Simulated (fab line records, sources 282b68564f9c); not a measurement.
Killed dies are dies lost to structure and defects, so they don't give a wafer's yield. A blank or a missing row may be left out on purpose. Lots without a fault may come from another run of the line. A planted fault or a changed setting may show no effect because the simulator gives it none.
One fault seen from 2 desks | flow rit_cmos | each desk has only its own numbers; what lay behind them comes last

THE TOOL OWNER'S DESK: implanter-02
The tool's own readings at RIT_NSD_IMPLANT_08: means of the sampled wafers that have a number, for each lot that ran on this tool. A lot is out of limits, marked OUT, if its mean lies more than 4 standard deviations from the usual mean; the brackets give that distance.
Columns: A = beam_energy_keV at RIT_NSD_IMPLANT_08, usual 24.999; B = tilt_deg at RIT_NSD_IMPLANT_08, usual 6.995 degrees
lot  | first seen here | A      | B
L676 | day 3 04:57     | 24.999 | 7.012
L678 | day 3 14:20     | 24.997 | 7.004
L688 | day 5 20:25     | 25.000 | 7.005
L690 | day 6 06:10     | 24.997 | 6.971
L691 | day 6 08:28     | 25.007 | 7.015
This desk's finding: nothing out of limits on any of the 5 lots.

THE METROLOGY DESK
What the gauges read, lot by lot, whatever tool the lot ran on: means of the sampled wafers that have a number. A lot is out of limits, marked OUT, if its mean lies more than 4 standard deviations from the usual mean; the brackets give that distance.
Columns: A = NSD_RS at RIT_SDANNEAL_RS_MEAS_05, usual 84.6 ohm/sq
lot  | first seen here | A
L675 | day 3 01:59     | 84.9
L676 | day 3 07:19     | 84.7
L678 | day 3 16:43     | 84.5
L679 | day 3 20:36     | 85.1
L681 | day 4 07:02     | 84.5
L682 | day 4 13:24     | 84.2
L683 | day 4 18:18     | 84.4
L688 | day 5 22:46     | 84.0
L693 | day 6 19:12     | 84.6
L695 | day 7 10:08     | 84.3
L697 | day 7 17:40     | 84.7
L698 | day 7 22:52     | 84.8
This desk's finding: nothing out of limits on any of the 12 lots.

PUT TOGETHER
The tool owner's desk saw nothing out of limits.
The metrology desk saw nothing out of limits.

WHAT THE SIMULATOR HAD PUT IN
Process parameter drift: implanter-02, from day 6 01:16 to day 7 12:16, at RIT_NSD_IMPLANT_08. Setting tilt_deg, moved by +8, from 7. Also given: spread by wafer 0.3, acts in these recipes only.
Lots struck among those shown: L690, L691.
